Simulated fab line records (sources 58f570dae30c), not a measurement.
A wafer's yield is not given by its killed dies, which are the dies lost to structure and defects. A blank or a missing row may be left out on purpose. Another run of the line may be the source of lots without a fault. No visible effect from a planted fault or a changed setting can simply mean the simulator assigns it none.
Which tool was responsible? -- flow berkeley_cmos170 -- 21 wafers from 7 lots sampled at 2 of the route's 331 steps

WHAT THE GAUGES SHOWED, per wafer
UCB170_SPACER_THK_MEAS_01.
lot,measured,on,SPACER_TEOS_THK (nm)
L748,day 7 16:39,film_metro-03,373 374 381
L751,day 8 01:32,film_metro-04,379 381 385
L752,day 8 17:46,film_metro-01,376 383 384
L755,day 8 19:22,film_metro-01,378 384 379
L760,day 10 04:08,film_metro-03,373 316 325
L767,day 11 19:01,film_metro-03,372 379 381
L769,day 12 01:05,film_metro-01,376 381 380

TOOL THAT RAN EACH LOT (tool first, then ch and the chambers of the sampled wafers, then the start)
lot,UCB170_SPACER_CVD_00
L748,"pecvd-02 ch 0,1, day 7 16:30"
L751,"pecvd-03 ch 0,1,2, day 8 01:30"
L752,"pecvd-03 ch 0,1,2, day 8 17:43"
L755,"pecvd-03 ch 0,1,2, day 8 19:20"
L760,"pecvd-01 ch 0,1, day 10 04:01"
L767,"pecvd-03 ch 0,1,2, day 11 18:58"
L769,"pecvd-02 ch 0,1,2, day 12 01:01"
- UCB170_SPACER_CVD_00: deposits SiO2 from TEOS/O2, target thk 376 nm, time 47 s.

THE ANSWER, worked out from the rows above alone
Rule: the lots themselves supply what counts as usual. Put in order of their means at a reading, lots are off if they are a third of the lots or fewer, leave a main group of 4 or more, and stand apart from it by a gap of 3 or more times the standard deviation of the main group's means; of several such gaps the widest counts. A main group whose means are all the same, to the digits that the tables above print for the reading, isn't used. A lot without any number at a reading at which 4 lots or more have one is off too. Where the step has rows for the other lots, those lots are counted as sound.
Off: L760, seen at UCB170_SPACER_THK_MEAS_01 (SPACER_TEOS_THK). For the main group the mean is 379 nm and the standard deviation 2.
A tool fits if, at a process step before that reading, it ran every lot that is off, and no sound lot after the first of them. The gauges at UCB170_SPACER_THK_MEAS_01 are tried like those tools. One candidate fits, namely pecvd-01 at UCB170_SPACER_CVD_00. It ran no sound lot before its first lot that is off in this sample, so the start can't be narrowed down.

WHAT HAD BEEN PUT IN BY THE SIMULATOR
pecvd-01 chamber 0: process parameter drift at UCB170_SPACER_CVD_00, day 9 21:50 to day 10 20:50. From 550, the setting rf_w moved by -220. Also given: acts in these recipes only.
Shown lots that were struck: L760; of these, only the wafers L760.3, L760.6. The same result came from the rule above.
